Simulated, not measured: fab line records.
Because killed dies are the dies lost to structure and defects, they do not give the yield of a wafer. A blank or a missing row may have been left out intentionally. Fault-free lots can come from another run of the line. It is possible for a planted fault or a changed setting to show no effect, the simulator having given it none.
Which tool did it? ; flow berkeley_cmos170 ; 18 wafers from 6 lots sampled at 2 of the route's 331 steps

WHAT EACH GAUGE READ, for each wafer
UCB170_NVT_TW_MEAS_09.
lot;measured;on;NVT_TW
L700;day 6 22:35;film_metro-01;525.5 522.2 522.8
L701;day 6 22:53;film_metro-04;527.9 525.4 526.8
L709;day 8 15:49;film_metro-04;552.6 551.9 552.4
L712;day 9 02:23;film_metro-04;523.6 523.7 524.2
L716;day 10 00:43;film_metro-01;525.2 522.9 523.4
L721;day 11 04:51;film_metro-01;523.9 518.8 525.1

EACH LOT AND THE TOOL THAT RAN IT (in order: tool; ch and the chambers of the sampled wafers; start)
lot;UCB170_NVT_IMPLANT_07
L700;implanter-03 ch 0, day 6 22:20
L701;implanter-02 ch 0, day 6 22:40
L709;implanter-02 ch 0, day 8 15:34
L712;implanter-03 ch 0, day 9 02:08
L716;implanter-03 ch 0, day 10 00:29
L721;implanter-01 ch 0, day 11 04:36
- UCB170_NVT_IMPLANT_07

THE ANSWER, worked out from the rows above alone
Rule: usual is defined by the lots themselves. Put in order of their means at a reading, lots are off if they are a third of the lots or fewer, leave a main group of 4 or more, and stand apart from it by a gap of 3 or more times the standard deviation of the main group's means; of several such gaps the widest counts. Not used: any main group whose means are identical at the precision the tables above print for the reading. A lot without any number at a reading at which 4 lots or more have one is off too. All remaining lots with rows at the step are treated as sound.
Off: at UCB170_NVT_TW_MEAS_09 (NVT_TW), L709. The main group: mean 524.1, standard deviation 1.4.
If a tool, at a process step before that reading, ran all the lots that are off and no sound lot after the first of them, it fits. The gauges at UCB170_NVT_TW_MEAS_09 are tried like those tools. One fits: implanter-02 at UCB170_NVT_IMPLANT_07. A fault onset in the window from L701 (day 6 22:40, its last sound lot) to L709 (day 8 15:34, its first lot off) fits.

WHAT THE SIMULATOR HAD INSERTED
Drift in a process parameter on implanter-02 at UCB170_NVT_IMPLANT_07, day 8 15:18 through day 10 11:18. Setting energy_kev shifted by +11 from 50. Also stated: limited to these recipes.
Struck lots among those shown: L709. This agrees with what the rule above found.
